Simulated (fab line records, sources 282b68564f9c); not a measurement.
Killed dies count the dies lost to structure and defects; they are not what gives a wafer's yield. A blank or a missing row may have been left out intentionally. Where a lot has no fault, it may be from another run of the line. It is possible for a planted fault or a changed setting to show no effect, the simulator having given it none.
fab line records | flow rit_cmos
record lots=14 | wafers=42 | last_day=7
route steps=202 shown NLDD@111 M1@202
lots that met no fault: taken from a fault-free run of the same line
start_h: hours from the record's first day to the start of the lot's first wafer shown | wait_h: hours elapsed since this lot's preceding step | " same as the row above | L1.1+2: a single row standing in for several wafers | - value missing, or start not given | * or withheld: withheld | < > ~ a bound
route shown NAME@n: NAME is a module with steps in the file, n the number in the route of the first one | usual: mean/standard deviation taken from wafers without a fault | same: alike in all rows | chamber/n: place in a boat | sites: per-site readings | _std_site: their standard deviation | _edge_site: inner sites' mean taken away from outer sites' mean | radius_mm: how far each site lies from the wafer's centre | mask NAME#n: copy n | behind: tool/chamber where the wafer was last shaped | hold: reason for holding the lot/hours on hold/outcome of the hold | device: transistor that didn't switch, given as n, p or np | end of line: tests of these same wafers at the route's end | a step with no rows: only its recipe | killed: count of dies lost to structure and defects at first sort (not the wafer's yield) | map: per-die view of a wafer (x killed, . not killed, _ where there is no die)
set.NAME: setting as actually run; set.NAME@STEP: the setting as run at that earlier step | model.NAME: the simulator's own value behind a step, which no gauge read
a sample of lots followed through the steps of the route, with each step as a table and each wafer as a row
services: from which hour (start_h, from the record's first day; less than 0 if before it) a tool's chamber was out of use, for how many hours, and why
## steps
# step RIT_NLDD_IMPLANT_08
# recipe species=P | energy_kev=20 | dose_cm2=5e+14 | tilt_deg=7
# usual beam_on_s=10.03/0.22 | faraday_current_uA=1569/34
lot.wafer | tool         | chamber | start_h | wait_h | beam_on_s | faraday_current_uA
L288.1    | implanter-01 | 0       | 43.21   | 0.1    | 10.14     | 1548
L288.2    | "            | 0       | "       | "      | 10.04     | 1566
L288.5    | "            | 0       | "       | "      | 9.88      | 1588
L289.1    | implanter-03 | 0       | 46.58   | 0.1    | 10.15     | 1555
L289.3    | "            | 0       | "       | "      | 10.08     | 1565
L289.4    | "            | 0       | "       | "      | 9.79      | 1609
L290.2    | implanter-03 | 0       | 58.75   | 0.1    | 10.06     | 1566
L290.4    | "            | 0       | "       | "      | 10.02     | 1568
L290.6    | "            | 0       | "       | "      | 10.29     | 1515
L291.1    | implanter-01 | 0       | 65.78   | 0.1    | 9.75      | 1614
L291.2    | "            | 0       | "       | "      | 10.36     | 1510
L291.6    | "            | 0       | "       | "      | 10.00     | 1582
L292.1    | implanter-03 | 0       | 72.62   | 0.1    | 9.93      | 1583
L292.2    | "            | 0       | "       | "      | 9.89      | 1584
L292.5    | "            | 0       | "       | "      | 10.04     | 1575
L293.1    | implanter-04 | 0       | 74.52   | 0.1    | 10.15     | 1553
L293.4    | "            | 0       | "       | "      | 9.95      | 1589
L293.5    | "            | 0       | "       | "      | 10.53     | 1495
L294.1    | implanter-01 | 0       | 77.23   | 0.1    | 9.69      | 1620
L294.2    | "            | 0       | "       | "      | 10.40     | 1511
L294.4    | "            | 0       | "       | "      | 10.09     | 1547
L295.2    | implanter-03 | 0       | 84.89   | 0.1    | 9.82      | 1593
L295.5    | "            | 0       | "       | "      | 9.76      | 1606
L295.6    | "            | 0       | "       | "      | 10.18     | 1547
L297.1    | implanter-04 | 0       | 102.79  | 0.1    | 10.28     | 1531
L297.2    | "            | 0       | "       | "      | 9.91      | 1589
L297.4    | "            | 0       | "       | "      | 10.18     | 1548
L298.3    | implanter-01 | 0       | 103.08  | 0.1    | 9.91      | 1591
L298.4    | "            | 0       | "       | "      | 10.11     | 1557
L298.5    | "            | 0       | "       | "      | 10.33     | 1523
L299.3    | implanter-04 | 0       | 103.31  | 0.1    | 10.32     | 1533
L299.4    | "            | 0       | "       | "      | 10.32     | 1517
L299.5    | "            | 0       | "       | "      | 9.75      | 1602
L299.3    | implanter-04 | 0       | 103.62  | 0.3    | 9.98      | 1573
L299.4    | "            | 0       | "       | "      | 9.98      | 1573
L299.5    | "            | 0       | "       | "      | 9.85      | 1598
L303.2    | implanter-03 | 0       | 125.22  | 0.1    | 10.53     | 1489
L303.4    | "            | 0       | "       | "      | 10.10     | 1558
L303.6    | "            | 0       | "       | "      | 9.79      | 1604
L304.2    | implanter-01 | 0       | 132.82  | 0.1    | 9.89      | 1593
L304.3    | "            | 0       | "       | "      | 10.13     | 1547
L304.4    | "            | 0       | "       | "      | 10.29     | 1523
L304.2    | implanter-01 | 0       | 133.14  | 0.3    | 10.17     | 1551
L304.3    | "            | 0       | "       | "      | 9.84      | 1605
L304.4    | "            | 0       | "       | "      | 10.10     | 1560
L311.2    | implanter-04 | 0       | 158.30  | 0.1    | 10.24     | 1536
L311.5    | "            | 0       | "       | "      | 10.35     | 1519
L311.6    | "            | 0       | "       | "      | 10.14     | 1549
# step RIT_NLDD_TW_MEAS_10
# usual NLDD_TW=2481/15
lot.wafer | tool          | chamber | start_h | wait_h | NLDD_TW
L288.1    | film_metro-03 | -       | 43.54   | 0.1    | 2463
L288.2    | "             | -       | "       | "      | 2474
L288.5    | "             | -       | "       | "      | 2473
L289.1    | film_metro-04 | -       | 46.91   | 0.1    | 2483
L289.3    | "             | -       | "       | "      | 2478
L289.4    | "             | -       | "       | "      | 2490
L290.2    | film_metro-01 | -       | 59.06   | 0.1    | 2480
L290.4    | "             | -       | "       | "      | 2485
L290.6    | "             | -       | "       | "      | 2487
L291.1    | film_metro-03 | -       | 66.11   | 0.1    | 2474
L291.2    | "             | -       | "       | "      | 2465
L291.6    | "             | -       | "       | "      | 2465
L292.1    | film_metro-01 | -       | 72.95   | 0.1    | 2495
L292.2    | "             | -       | "       | "      | 2517
L292.5    | "             | -       | "       | "      | 2499
L293.1    | film_metro-01 | -       | 74.85   | 0.1    | 2483
L293.4    | "             | -       | "       | "      | 2493
L293.5    | "             | -       | "       | "      | 2495
L294.1    | film_metro-03 | -       | 77.56   | 0.1    | 2488
L294.2    | "             | -       | "       | "      | 2479
L294.4    | "             | -       | "       | "      | 2486
L295.2    | film_metro-04 | -       | 85.20   | 0.1    | 2498
L295.5    | "             | -       | "       | "      | 2484
L295.6    | "             | -       | "       | "      | 2489
L297.1    | film_metro-01 | -       | 103.11  | 0.1    | 2515
L297.2    | "             | -       | "       | "      | 2507
L297.4    | "             | -       | "       | "      | 2498
L298.3    | film_metro-03 | -       | 103.37  | 0.1    | 2455
L298.4    | "             | -       | "       | "      | 2469
L298.5    | "             | -       | "       | "      | 2464
L299.3    | film_metro-01 | -       | 103.92  | 0.1    | 2974
L299.4    | "             | -       | "       | "      | 2970
L299.5    | "             | -       | "       | "      | 2978
L299.3    | film_metro-01 | -       | 104.14  | 0.2    | 2972
L299.4    | "             | -       | "       | "      | 2983
L299.5    | "             | -       | "       | "      | 2972
L303.2    | film_metro-03 | -       | 125.53  | 0.1    | 2483
L303.4    | "             | -       | "       | "      | 2466
L303.6    | "             | -       | "       | "      | 2472
L304.2    | film_metro-04 | -       | 133.45  | 0.1    | 2930
L304.3    | "             | -       | "       | "      | 2932
L304.4    | "             | -       | "       | "      | 2926
L304.2    | film_metro-04 | -       | 133.73  | 0.3    | 2926
L304.3    | "             | -       | "       | "      | 2916
L304.4    | "             | -       | "       | "      | 2911
L311.2    | film_metro-01 | -       | 158.61  | 0.1    | 2488
L311.5    | "             | -       | "       | "      | 2492
L311.6    | "             | -       | "       | "      | 2493
# step RIT_SDANNEAL_RS_MEAS_07
# recipe thk_meas_gauge=four-point-probe
# usual NLDD_RS=151.6/0.51
lot.wafer | tool          | chamber | start_h | wait_h | NLDD_RS[ohm/sq]
L288.1    | film_metro-04 | -       | 51.39   | 0.1    | 152.1
L288.2    | "             | -       | "       | "      | 152.1
L288.5    | "             | -       | "       | "      | 152.2
L289.1    | film_metro-03 | -       | 54.83   | 0.1    | 151.8
L289.3    | "             | -       | "       | "      | 151.8
L289.4    | "             | -       | "       | "      | 151.6
L290.2    | film_metro-01 | -       | 67.89   | 0.1    | 151.2
L290.4    | "             | -       | "       | "      | 151.3
L290.6    | "             | -       | "       | "      | 151.1
L291.1    | film_metro-03 | -       | 74.22   | 0.1    | 150.6
L291.2    | "             | -       | "       | "      | 151.0
L291.6    | "             | -       | "       | "      | 151.3
L292.1    | film_metro-04 | -       | 81.02   | 0.1    | 151.1
L292.2    | "             | -       | "       | "      | 151.1
L292.5    | "             | -       | "       | "      | 151.3
L293.1    | film_metro-04 | -       | 82.57   | 0.1    | 151.5
L293.4    | "             | -       | "       | "      | 151.6
L293.5    | "             | -       | "       | "      | 151.3
L294.1    | film_metro-01 | -       | 86.19   | 0.1    | 151.9
L294.2    | "             | -       | "       | "      | 151.1
L294.4    | "             | -       | "       | "      | 151.3
L295.2    | film_metro-01 | -       | 93.07   | 0.1    | 151.4
L295.5    | "             | -       | "       | "      | 151.3
L295.6    | "             | -       | "       | "      | 151.2
L297.1    | film_metro-03 | -       | 111.10  | 0.1    | 152.0
L297.2    | "             | -       | "       | "      | 151.9
L297.4    | "             | -       | "       | "      | 151.9
L298.3    | film_metro-04 | -       | 111.48  | 0.1    | 152.1
L298.4    | "             | -       | "       | "      | 151.5
L298.5    | "             | -       | "       | "      | 151.7
L299.3    | film_metro-04 | -       | 116.79  | 0.1    | 86.4
L299.4    | "             | -       | "       | "      | 86.3
L299.5    | "             | -       | "       | "      | 86.3
L299.3    | film_metro-04 | -       | 117.08  | 0.3    | 86.6
L299.4    | "             | -       | "       | "      | 86.6
L299.5    | "             | -       | "       | "      | 86.4
L303.2    | film_metro-01 | -       | 133.57  | 0.1    | 150.1
L303.4    | "             | -       | "       | "      | 150.6
L303.6    | "             | -       | "       | "      | 150.5
L304.2    | film_metro-03 | -       | 146.34  | 0.1    | 87.1
L304.3    | "             | -       | "       | "      | 87.3
L304.4    | "             | -       | "       | "      | 87.3
L304.2    | film_metro-03 | -       | 146.69  | 0.3    | 87.3
L304.3    | "             | -       | "       | "      | 87.4
L304.4    | "             | -       | "       | "      | 87.3
L311.2    | film_metro-04 | -       | 166.42  | 0.1    | 152.0
L311.5    | "             | -       | "       | "      | 151.2
L311.6    | "             | -       | "       | "      | 151.7
# step RIT_M1_PROBE_99
# usual defect_limited_yield=97.5/1.2 | killed_at_contacts=0.1/0.27 | killed_at_front_end=6/3 | killed_dies=7/3 | killed_open=3.1/2 | killed_short=3.4/2 | sort_bin_3_pad_short=0.1/0.23 | sort_bin_5_function=1.4/0.76 | sort_bin_6_memory=0.9/0.63 | sort_n_pass=257/3 | sort_yield_pct=97.5/1.2
# same gross_dies=264 | killed_at_M0_to_M3=0 | killed_at_M4_up=0 | killed_at_back_side=0 | killed_at_other=0
lot.wafer | tool      | chamber | start_h | wait_h | defect_limited_yield[%] | killed_at_contacts | killed_at_front_end | killed_dies | killed_open | killed_short | sort_bin_3_pad_short[%] | sort_bin_5_function[%] | sort_bin_6_memory[%] | sort_n_pass | sort_yield_pct[%]
L292.1    | prober-01 | -       | 88.14   | 0.1    | 97.0                    | 0                  | 8                   | 8           | 6           | 2            | 0                       | 0.8                    | 2.3                  | 256         | 97.0
L292.2    | prober-01 | -       | 88.19   | 0.1    | 98.5                    | 0                  | 4                   | 4           | 2           | 2            | 0                       | 0.8                    | 0.8                  | 260         | 98.5
L292.5    | prober-01 | -       | 88.34   | 0.2    | 98.1                    | 0                  | 5                   | 5           | 2           | 3            | 0                       | 0.8                    | 1.1                  | 259         | 98.1
# killed by level:class
L292.1 FOX2:geometric_particle:open=2 SPACER:geometric_particle:open=2 FOX1:geometric_particle:open=1 GATE:geometric_particle:open=1 SPACER:geometric_particle:short=1 SILICIDE:geometric_particle:short=1
L292.2 FOX2:geometric_particle:open=1 GATE:geometric_particle:short=1 SPACER:geometric_particle:short=1 SILICIDE:geometric_particle:open=1
L292.5 FOX2:geometric_particle:short=2 GATE:geometric_particle:open=1 SILICIDE:geometric_particle:open=1 SILICIDE:geometric_particle:short=1
## services
tool         | chamber | start_h | hours | kind
implanter-01 | -       | 30.53   | 3.9   | pm
implanter-04 | -       | 76.29   | 4.6   | pm
implanter-01 | -       | 97.06   | 5.9   | repair
implanter-03 | -       | 99.37   | 18.6  | repair
## key
first_sign step=RIT_NLDD_IMPLANT_08 | reading=visit | direction=added
effect step=RIT_NLDD_TW_MEAS_10 | reading=visit | direction=added
effect step=RIT_NLDD_TW_MEAS_10 | reading=NLDD_TW | direction=up | sigmas=31 | usual=2481 | struck=2952
effect step=RIT_SDANNEAL_RS_MEAS_07 | reading=NLDD_RS | direction=down | sigmas=99+ | usual=151.6 | struck=86.8
met_at RIT_NLDD_IMPLANT_08
struck_lots L299,L304
scrapped_behind RIT_SDANNEAL_RS_MEAS_07 L299.3,L299.4,L299.5,L304.2,L304.3,L304.4
fault kind=repeated_step_whole | tool=implanter-01,implanter-03,implanter-04 | chamber=- | onset_h=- | steps=RIT_NLDD_IMPLANT_08 | times=1 | scope=struck_lots_only
